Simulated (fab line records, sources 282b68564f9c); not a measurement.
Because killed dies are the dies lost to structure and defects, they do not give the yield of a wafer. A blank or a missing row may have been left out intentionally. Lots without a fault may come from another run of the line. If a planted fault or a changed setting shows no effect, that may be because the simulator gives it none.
A lot that was struck, set against a sound lot    flow rit-cmos    19 out of 202 route steps
Sound: wafers L236.1, L236.3, L236.5. The struck wafers were L244.1, L244.4, L244.6. The cause is given at the end.
At each step with rows: each side's tool, then ch and its chambers, then its first start. Under that, the readings that differ: sound wafers    struck wafers    difference of the means    sigmas: that difference in standard deviations of wafers without a fault.
alike: readings whose means differ by less than 2 such deviations, and words and numbers that are the same on both sides. not compared: withheld readings, readings that some wafer has no value for, bounds like >300 that may hide the same value, and numbers for which the record gives no deviation and whose values overlap.
The two part at a step that has a row with sigmas, a row that says differs or no value, or rows on one side only. When numbers do not overlap yet have no deviation, they are printed without sigmas and do not part them. A reading missing from all wafers of one side parts the sides only when that side holds two or more wafers.

first, 2 steps without rows for these wafers: RIT_NLDD_PEB_04; RIT_NLDD_DEVELOP_05 (develop time 50 s).
RIT_NLDD_OVL_MEAS_06:
  sound: overlay-01 at day 2 17:41; struck: overlay-01 at day 4 08:40
reading        sound        struck         difference  sigmas
NLDD_OVL (nm)  3.0 5.5 0.6  0.8 -1.2 -0.7  -3.4        -2
then, 2 steps without rows for these wafers: RIT_NLDD_HARDBAKE_07 (time 60 s); RIT_NLDD_IMPLANT_08.
RIT_NLDD_STRIP_09: strips in O2, time 180 s.
  sound on plasma-asher-01 ch 0,1, day 2 18:01; struck on plasma-asher-03 ch 1, day 4 08:59
reading                      sound           struck          difference  sigmas
drypump-motor-current-A (A)  5.62 6.31 6.29  5.47 5.50 5.51  -0.58       -2
  not compared: rf-hours-counter-h
RIT_NLDD_TW_MEAS_10:
  sound: film-metro-02 at day 2 18:12; struck: film-metro-04 at day 4 09:10
reading  sound           struck          difference  sigmas
NLDD_TW  2433 2429 2436  2477 2486 2488  +51         +3
then, 5 steps without rows for these wafers: RIT_PLDD_HMDS_00 (prime time 60 s); RIT_PLDD_COAT_01 (resist thk 1000 nm); RIT_PLDD_SOFTBAKE_02 (time 60 s); RIT_PLDD_EXPOSE_03 (exposes mask M8, target cd 40900 nm); RIT_PLDD_PEB_04.
RIT_PLDD_DEVELOP_05: develop time 50 s.
  sound on litho-track-03 ch 0, day 2 18:00; struck on litho-track-04 ch 0, day 4 10:00
RIT_PLDD_OVL_MEAS_06:
  sound: overlay-01 at day 2 19:07; struck: overlay-01 at day 4 10:12
  alike: PLDD_OVL
then, 2 steps without rows for these wafers: RIT_PLDD_HARDBAKE_07 (time 60 s); RIT_PLDD_IMPLANT_08.
RIT_PLDD_STRIP_09: strips in O2, time 180 s.
  sound on plasma-asher-01 ch 0,1, day 2 19:26; struck on plasma-asher-04 ch 0,1, day 4 10:32
  alike: drypump-motor-current-A
  not compared: rf-hours-counter-h
RIT_PLDD_TW_MEAS_10:
  sound: film-metro-02 at day 2 19:37; struck: film-metro-04 at day 4 10:43
reading  sound           struck    difference  sigmas
PLDD_TW  2287 2288 2297  30 30 30  -2261       -99 or more
then, 1 step without rows for these wafers: RIT_SPACER_CLEAN_00 (cleans in SC1, time 600 s).

== WHERE THEY PART ==
Last at RIT_PLDD_TW_MEAS_10 as far as this record goes, first at RIT_NLDD_OVL_MEAS_06.

WHY: the cause the simulator had injected
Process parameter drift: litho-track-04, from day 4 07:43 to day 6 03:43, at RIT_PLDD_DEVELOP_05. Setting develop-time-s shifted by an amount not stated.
